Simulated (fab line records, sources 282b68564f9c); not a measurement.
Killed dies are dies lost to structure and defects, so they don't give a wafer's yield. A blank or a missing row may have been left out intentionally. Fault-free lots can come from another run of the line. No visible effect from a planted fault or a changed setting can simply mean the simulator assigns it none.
Which tool was responsible? | flow rit cmos | 10 lots, 30 wafers sampled, at 4 steps of a route of 202

== WHAT THE GAUGES SHOWED, per wafer ==
RIT_CONTACT_OVL_MEAS_09.
lot  | measured    | on         | CONTACT_OVL (nm)
L597 | day 3 10:05 | overlay-01 | 1.4 1.1 3.0
L598 | day 3 15:53 | overlay-02 | -1.7 -1.8 -2.4
L600 | day 4 04:04 | overlay-01 | 1.3 2.9 1.5
L601 | day 4 08:58 | overlay-01 | 1.5 -0.2 2.0
L606 | day 5 05:12 | overlay-02 | -0.3 -0.2 1.2
L608 | day 5 12:34 | overlay-02 | -0.3 -2.1 0.7
L612 | day 6 08:37 | overlay-02 | 0.4 0.2 3.1
L615 | day 6 23:06 | overlay-02 | 1.6 -0.2 0.4
L616 | day 7 02:33 | overlay-02 | -2.1 -1.2 -0.9
L620 | day 7 22:33 | overlay-02 | -1.6 -2.4 -2.2

RIT_M1_OVL_MEAS_10.
lot  | measured    | on         | M1_OVL (nm)
L597 | day 3 12:58 | overlay-02 | -0.2 -0.6 -2.8
L598 | day 3 18:37 | overlay-02 | 0.8 0.5 -0.7
L600 | day 4 06:55 | overlay-01 | 0.8 0.9 0.8
L601 | day 4 11:28 | overlay-02 | 0.1 0.4 -0.5
L606 | day 5 07:52 | overlay-01 | -2.3 0.5 -0.2
L608 | day 5 15:16 | overlay-01 | 0.0 0.3 0.3
L612 | day 6 11:16 | overlay-01 | -1.0 -1.2 -2.9
L615 | day 7 01:38 | overlay-01 | 0.3 -2.4 0.8
L616 | day 7 05:11 | overlay-02 | -0.5 -0.4 -0.6
L620 | day 8 01:11 | overlay-01 | 0.3 -0.4 -0.9

== TOOL THAT RAN EACH LOT (tool first, then ch and the chambers of the sampled wafers, then the start) ==
lot  | RIT_PSD_HARDBAKE_07              | RIT_PSD_STRIP_09
L597 | litho track-01 ch 0, day 3 06:44 | plasma asher-01 ch 0,1, day 3 07:01
L598 | litho track-02 ch 0, day 3 12:38 | plasma asher-03 ch 0,1, day 3 12:57
L600 | litho track-04 ch 0, day 4 00:45 | plasma asher-02 ch 0,1, day 4 01:01
L601 | litho track-01 ch 0, day 4 05:40 | plasma asher-03 ch 0,1, day 4 05:58
L606 | litho track-04 ch 0, day 5 01:59 | plasma asher-02 ch 0,1, day 5 02:17
L608 | litho track-04 ch 0, day 5 09:04 | plasma asher-01 ch 0,1, day 5 09:22
L612 | litho track-02 ch 0, day 6 05:28 | plasma asher-02 ch 0,1, day 6 05:46
L615 | litho track-01 ch 0, day 6 19:47 | plasma asher-03 ch 0,1, day 6 20:05
L616 | litho track-01 ch 0, day 6 23:19 | plasma asher-01 ch 0,1, day 6 23:36
L620 | litho track-02 ch 0, day 7 19:15 | plasma asher-01 ch 0,1, day 7 19:33
- RIT_PSD_HARDBAKE_07: time 60 s.
- RIT_PSD_STRIP_09: strips in O2, time 180 s.

== AS READ BY THE TOOLS THEMSELVES (means over the sampled wafers that have a number; for cases with no such wafer, the mark the record gives instead) ==
RIT_PSD_HARDBAKE_07.
lot  | tool           | heater power total W (W) | plate temp C (C)
L597 | litho track-01 | 62.55                    | 140.21
L598 | litho track-02 | 62.58                    | 139.94
L600 | litho track-04 | 62.53                    | 139.98
L601 | litho track-01 | 62.59                    | 140.14
L606 | litho track-04 | 55.93                    | 128.48
L608 | litho track-04 | 55.88                    | 128.31
L612 | litho track-02 | 62.52                    | 139.93
L615 | litho track-01 | 62.52                    | 139.91
L616 | litho track-01 | 62.55                    | 140.01
L620 | litho track-02 | 62.59                    | 140.09

RIT_PSD_STRIP_09.
lot  | tool            | chamber pressure mTorr (mTorr) | drypump motor current A (A)
L597 | plasma asher-01 | 3998                           | 6.3
L598 | plasma asher-03 | 3999                           | 6.5
L600 | plasma asher-02 | 3997                           | 5.2
L601 | plasma asher-03 | 3999                           | 6.5
L606 | plasma asher-02 | 4000                           | 5.2
L608 | plasma asher-01 | 4002                           | 6.3
L612 | plasma asher-02 | 3997                           | 5.1
L615 | plasma asher-03 | 4000                           | 6.3
L616 | plasma asher-01 | 4001                           | 6.4
L620 | plasma asher-01 | 4003                           | 6.3

== THE ANSWER, worked out from the rows above alone ==
Rule: the usual values come from the lots themselves. The widest of any qualifying gaps counts: lots, ordered by their means at a reading, are off when they make up no more than a third of the lots, leave a main group of 4 or more, and stand apart from it by 3 or more times the standard deviation of that group's means. A main group is skipped when, at the precision printed for the reading in the tables above, its means are all equal. A lot without any number at a reading at which 4 lots or more have one is off too. The other lots that the step has rows for count as sound. First the gauges in route order, then the tools' own readings, where a lot's mean is used as printed above. The first step at which some lot is off is used, and at that step the reading that is off furthest; a lot without a number counts as furthest.
Off: L606, L608 (RIT_PSD_HARDBAKE_07, heater power total W). Mean 62.55 W and standard deviation 0.028 in the main group.
If a tool, at that step or one of the process steps before it, ran each lot that is off and ran no sound lot following the first of them, it fits. One candidate fits, namely litho track-04 at RIT_PSD_HARDBAKE_07. A fault onset in the window from L600 (day 4 00:45, its last sound lot) to L606 (day 5 01:59, its first lot off) fits.
The tool's own readings at RIT_PSD_HARDBAKE_07 bear it out: on the lots that are off they differ by more than 5 times the standard deviation of the sound lots' means. heater power total W reads 55.91 W there against 62.55 W on the sound lots; plate temp C reads 128.39 C there against 140.03 C on the sound lots.

== WHAT THE SIMULATOR HAD PUT IN ==
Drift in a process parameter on litho track-04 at RIT_PSD_HARDBAKE_07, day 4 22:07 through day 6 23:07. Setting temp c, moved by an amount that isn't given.
Shown lots that were struck: L606, L608. The rule given above showed the same thing.
